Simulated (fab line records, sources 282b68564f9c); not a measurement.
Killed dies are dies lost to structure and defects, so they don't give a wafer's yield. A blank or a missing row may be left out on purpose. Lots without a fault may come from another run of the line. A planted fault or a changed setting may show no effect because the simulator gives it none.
A struck lot beside a sound one | flow rit_cmos | 39 steps out of a route of 202
Sound: wafers L161.2, L161.4, L161.5. Struck: wafers L170.1, L170.4, L170.5. The cause comes at the end.
At each step with rows: each side's tool, then ch and its chambers, then its first start. Under that, the readings that differ: sound wafers | struck wafers | difference of the means | sigmas: that difference in standard deviations of wafers without a fault.
alike: readings whose means differ by less than 2 such deviations, and words and numbers that are the same on both sides. not compared: withheld readings, readings that some wafer has no value for, bounds like >300 that may hide the same value, and numbers for which the record gives no deviation and whose values overlap.
The two part at a step that has a row with sigmas, a row that says differs or no value, or rows on one side only. Numbers that don't overlap but have no deviation are shown without sigmas and don't part them. A reading that every wafer of one side lacks parts them only if that side has two wafers or more.

first, 3 steps without rows for these wafers: RIT_GATE_EXPOSE_13 (exposes mask M6, target cd 150 nm); RIT_GATE_PEB_14; RIT_GATE_DEVELOP_15 (develop time 50 s).
RIT_GATE_CD_MEAS_16: target cd 150 nm.
  sound on cd_sem-01, day 4 15:55; struck on cd_sem-01, day 6 13:12
  alike: cd_nm
RIT_GATE_OVL_MEAS_17:
  sound on overlay-01, day 4 16:01; struck on overlay-01, day 6 13:19
  reading       | sound        | struck      | difference | sigmas
  GATE_OVL (nm) | 1.7 0.0 -0.2 | 3.5 2.8 4.1 | +3.0       | +2
then, 1 step without rows for these wafers: RIT_GATE_HARDBAKE_18 (time 60 s).
RIT_GATE_ETCH_19: etches poly-Si in SF6/CHF3/O2, stops on SiO2, time 165 s, target depth 312.5 nm.
  sound on rie_si-01 ch 1,3, day 4 16:12; struck on rie_si-02 ch 0,2, day 6 13:30
  alike: CHF3_flow_sccm, drypump_motor_current_A, oes_product_au, rf_fwd_power_W, throttle_valve_pct
  not compared: rf_hours_counter_h
RIT_GATE_STRIP_20: strips in O2, time 180 s.
  sound on plasma_asher-04 ch 0,1, day 4 16:19; struck on plasma_asher-03 ch 0, day 6 13:37
  alike: drypump_motor_current_A
  not compared: rf_hours_counter_h
RIT_GATE_CD_MEAS_90: target cd 150 nm.
  sound on cd_sem-02, day 4 16:30; struck on cd_sem-02, day 6 13:47
  alike: cd_nm
then, 3 steps without rows for these wafers: RIT_REOX_CLEAN_00 (cleans in SC1, time 600 s); RIT_REOX_CLEAN_01 (cleans in dHF, time 30 s); RIT_REOX_CLEAN_02 (cleans in SC2, time 600 s).
RIT_REOX_OXIDATION_03: target thk 25.2 nm, ox time 5580 s.
  sound on furnace-03 ch 0, day 4 17:03; struck on furnace-03 ch 0, day 6 14:16
  reading                                     | sound             | struck            | difference | sigmas
  ox_time_s (s)                               | 5580 5580 5580    | 8370 8370 8370    | +2790      |
  model.SiO2_of_REOX_OXIDATION_03.thk_nm (nm) | 25.46 25.17 25.06 | 32.91 32.39 33.06 | +7.56      |
  model.poly-Si_of_GATE_CVD_08.thk_nm (nm)    | 231.8 234.1 233.5 | 226.4 224.7 228   | -6.8       |
RIT_REOX_THK_MEAS_04:
  sound on film_metro-01, day 4 19:37; struck on film_metro-01, day 6 16:49
  reading             | sound          | struck         | difference | sigmas
  REOX_OXIDE_THK (nm) | 25.4 25.1 25.1 | 32.9 32.4 33.1 | +7.6       | +18
then, 6 steps without rows for these wafers: RIT_NLDD_HMDS_00 (prime time 60 s); RIT_NLDD_COAT_01 (resist thk 1000 nm); RIT_NLDD_SOFTBAKE_02 (time 60 s); RIT_NLDD_EXPOSE_03 (exposes mask M7, target cd 40700 nm); RIT_NLDD_PEB_04; RIT_NLDD_DEVELOP_05 (develop time 50 s).
RIT_NLDD_OVL_MEAS_06:
  sound on overlay-02, day 4 20:38; struck on overlay-01, day 6 17:59
  alike: NLDD_OVL
then, 2 steps without rows for these wafers: RIT_NLDD_HARDBAKE_07 (time 60 s); RIT_NLDD_IMPLANT_08.
RIT_NLDD_STRIP_09: strips in O2, time 180 s.
  sound on plasma_asher-04 ch 0, day 4 20:58; struck on plasma_asher-03 ch 0,1, day 6 18:19
  alike: drypump_motor_current_A
  not compared: rf_hours_counter_h
RIT_NLDD_TW_MEAS_10:
  sound on film_metro-04, day 4 21:10; struck on film_metro-02, day 6 18:29
  reading | sound          | struck         | difference | sigmas
  NLDD_TW | 2494 2499 2485 | 2570 2556 2559 | +69        | +3
then, 6 steps without rows for these wafers: RIT_PLDD_HMDS_00 (prime time 60 s); RIT_PLDD_COAT_01 (resist thk 982.6 nm); RIT_PLDD_SOFTBAKE_02 (time 60 s); RIT_PLDD_EXPOSE_03 (exposes mask M8, target cd 40900 nm); RIT_PLDD_PEB_04; RIT_PLDD_DEVELOP_05 (develop time 50 s).
RIT_PLDD_OVL_MEAS_06:
  sound on overlay-01, day 4 22:15; struck on overlay-02, day 6 19:32
  alike: PLDD_OVL
then, 2 steps without rows for these wafers: RIT_PLDD_HARDBAKE_07 (time 60 s); RIT_PLDD_IMPLANT_08.
RIT_PLDD_STRIP_09: strips in O2, time 180 s.
  sound on plasma_asher-02 ch 0,1, day 4 22:35; struck on plasma_asher-02 ch 0,1, day 6 19:52
  alike: drypump_motor_current_A
  not compared: rf_hours_counter_h
RIT_PLDD_TW_MEAS_10:
  sound on film_metro-02, day 4 22:46; struck on film_metro-04, day 6 20:02
  alike: PLDD_TW
RIT_SPACER_CLEAN_00: cleans in SC1, time 600 s.
  sound on wet_bench-04 ch 0, day 4 22:49; struck on wet_bench-02 ch 2, day 6 20:06
  reading                                     | sound             | struck            | difference | sigmas
  model.SiO2_of_REOX_OXIDATION_03.thk_nm (nm) | 23.49 23.21 23.11 | 30.39 29.93 30.55 | +7.02      |
then, 1 step without rows for these wafers: RIT_SPACER_CLEAN_01 (cleans in dHF, time 30 s).
RIT_M1_PROBE_99:
  sound on prober-02, day 5 14:10; struck on prober-01, day 7 11:35
  reading                             | sound             | struck            | difference | sigmas
  model.etest.pmos_turned.r_on_ohm_um | 3470 3446 3445    | 7224 6525 7672    | +3687      |
  model.etest.pmos_0p3.r_on_ohm_um    | 6204 6258 6361    | 7669 7562 7814    | +1407      |
  model.etest.pmos_0p15.r_on_ohm_um   | 2760 2760 2786    | 4110 4001 4208    | +1338      |
  model.etest.pldd.rs_ohm_sq          | 531.7 523.6 508.6 | 1250 1153 1286    | +708       |
  model.etest.nmos_0p15.r_on_ohm_um   | 1078 1092 1100    | 1542 1518 1565    | +452       |
  model.etest.nmos_0p3.r_on_ohm_um    | 2089 2101 2153    | 2581 2557 2592    | +462       |
  model.etest.pldd.line_ohm_um        | 166.2 163.1 160.8 | 391.1 358.8 394.3 | +218.0     |
  model.etest.nldd.rs_ohm_sq          | 366.6 365 364.1   | 602.1 577.1 611   | +231.5     |
  alike: killed_at_contacts, killed_at_front_end, killed_dies, killed_open, killed_short

WHERE THEY PART
First at RIT_GATE_OVL_MEAS_17; last, within this record, at RIT_NLDD_TW_MEAS_10. Later steps at which nothing parts them and some readings are alike: RIT_PLDD_OVL_MEAS_06, RIT_PLDD_STRIP_09, RIT_PLDD_TW_MEAS_10, RIT_M1_PROBE_99.

WHY: what the simulator had put in
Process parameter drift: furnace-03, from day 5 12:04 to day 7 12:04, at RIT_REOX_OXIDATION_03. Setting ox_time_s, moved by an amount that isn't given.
